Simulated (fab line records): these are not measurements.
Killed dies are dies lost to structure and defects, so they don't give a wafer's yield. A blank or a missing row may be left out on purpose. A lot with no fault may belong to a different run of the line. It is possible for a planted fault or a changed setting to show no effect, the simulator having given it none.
Which tool was responsible? | flow rit cmos | 14 lots with 42 wafers sampled at 2 steps, on a route of 202 steps

== WHAT THE GAUGES READ, wafer by wafer ==
No reading from a measuring or inspecting step in the record can be judged against a usual standard deviation.

== WHAT TOOL EACH LOT RAN ON (gives the tool, then ch and the chambers of the sampled wafers, and finally the start) ==
lot  | RIT_PRETRO_COAT_01               | RIT_M1_PROBE_99
L930 | litho track-01 ch 0, day 2 11:35 | -
L931 | litho track-02 ch 0, day 2 16:59 | -
L932 | litho track-03 ch 0, day 2 22:01 | prober-02, day 4 00:05
L935 | litho track-01 ch 0, day 3 11:50 | prober-01, day 4 14:02
L936 | litho track-03 ch 0, day 3 17:28 | -
L937 | litho track-01 ch 0, day 3 21:49 | prober-01, day 5 00:54
L938 | litho track-02 ch 0, day 4 04:26 | prober-02, day 5 07:46
L940 | litho track-02 ch 0, day 4 12:46 | -
L941 | litho track-02 ch 0, day 4 17:55 | prober-01, day 5 20:18
L942 | litho track-02 ch 0, day 4 23:32 | prober-02, day 6 02:46
L943 | litho track-01 ch 0, day 5 04:28 | -
L949 | litho track-02 ch 0, day 6 09:59 | prober-01, day 7 14:26
L951 | litho track-02 ch 0, day 6 19:39 | -
L952 | litho track-01 ch 0, day 7 01:02 | prober-02, day 8 03:31
- RIT_PRETRO_COAT_01: resist thk 1300 nm.
- RIT_M1_PROBE_99

== WHAT THE TOOLS THEMSELVES READ (means of the sampled wafers that have a number; where no wafer has one, the mark that the record gives instead) ==
RIT_PRETRO_COAT_01.
lot  | tool           | chill plate temp C (C) | spin speed rpm (rpm)
L930 | litho track-01 | 23.03                  | 1999.9
L931 | litho track-02 | 22.95                  | 1999.7
L932 | litho track-03 | 23.07                  | 1999.7
L935 | litho track-01 | 23.04                  | 1999.7
L936 | litho track-03 | 23.07                  | 1998.5
L937 | litho track-01 | 23.09                  | 1998.5
L938 | litho track-02 | 22.98                  | 1998.6
L940 | litho track-02 | 22.96                  | 2000.5
L941 | litho track-02 | 23.01                  | 1998.4
L942 | litho track-02 | 23.01                  | 1999.8
L943 | litho track-01 | 22.98                  | 1999.8
L949 | litho track-02 | 23.10                  | 1965.3
L951 | litho track-02 | 22.99                  | 1966.2
L952 | litho track-01 | 23.04                  | 2001.1

RIT_M1_PROBE_99.
lot  | tool      | killed at contacts | killed at front end | killed dies | killed open | killed short
L932 | prober-02 | 0.0                | 10.0                | 10.0        | 3.7         | 6.3
L935 | prober-01 | 0.0                | 4.3                 | 4.3         | 1.7         | 2.7
L937 | prober-01 | 0.0                | 8.0                 | 8.0         | 3.3         | 4.7
L938 | prober-02 | 0.0                | 9.3                 | 9.3         | 6.7         | 2.7
L941 | prober-01 | 0.3                | 6.0                 | 6.3         | 3.3         | 3.0
L942 | prober-02 | 0.0                | 6.0                 | 6.0         | 3.0         | 3.0
L949 | prober-01 | 0.0                | 4.0                 | 4.0         | 2.7         | 1.3
L952 | prober-02 | 0.3                | 9.0                 | 9.3         | 3.7         | 5.7

== THE ANSWER, worked out from the rows above alone ==
Rule: usual is defined by the lots themselves. The widest of any qualifying gaps counts: lots, ordered by their means at a reading, are off when they make up no more than a third of the lots, leave a main group of 4 or more, and stand apart from it by 3 or more times the standard deviation of that group's means. The tables above print the reading to a certain number of digits; a main group whose means all agree to those digits is not used. A lot without any number at a reading at which 4 lots or more have one is off too. All remaining lots with rows at the step are treated as sound. Order of review: gauges by route order, followed by the tools' own readings, for which a lot's mean as printed above is used. The first step at which some lot is off is used, and at that step the reading that is off furthest; a lot without a number counts as furthest.
Off at RIT_PRETRO_COAT_01 (spin speed rpm): L949, L951. The main group: mean 1999.5 rpm, standard deviation 0.82.
A tool fits if, at that step or a process step before it, it ran every lot that is off, and no sound lot after the first of them. One candidate fits, namely litho track-02 at RIT_PRETRO_COAT_01. Its last sound lot is L942 (day 4 23:32), its first lot that is off L949 (day 6 09:59): a fault that began between those two fits.
The tool's own readings at RIT_PRETRO_COAT_01 bear it out: on the lots that are off they differ by more than 5 times the standard deviation of the sound lots' means. spin speed rpm reads 1965.8 rpm there against 1999.5 rpm on the sound lots.

== WHAT THE SIMULATOR HAD INSERTED ==
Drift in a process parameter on litho track-02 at RIT_PRETRO_COAT_01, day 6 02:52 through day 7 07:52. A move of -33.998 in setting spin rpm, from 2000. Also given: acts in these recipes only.
Shown lots that were struck: L949, L951. The rule above found the same.
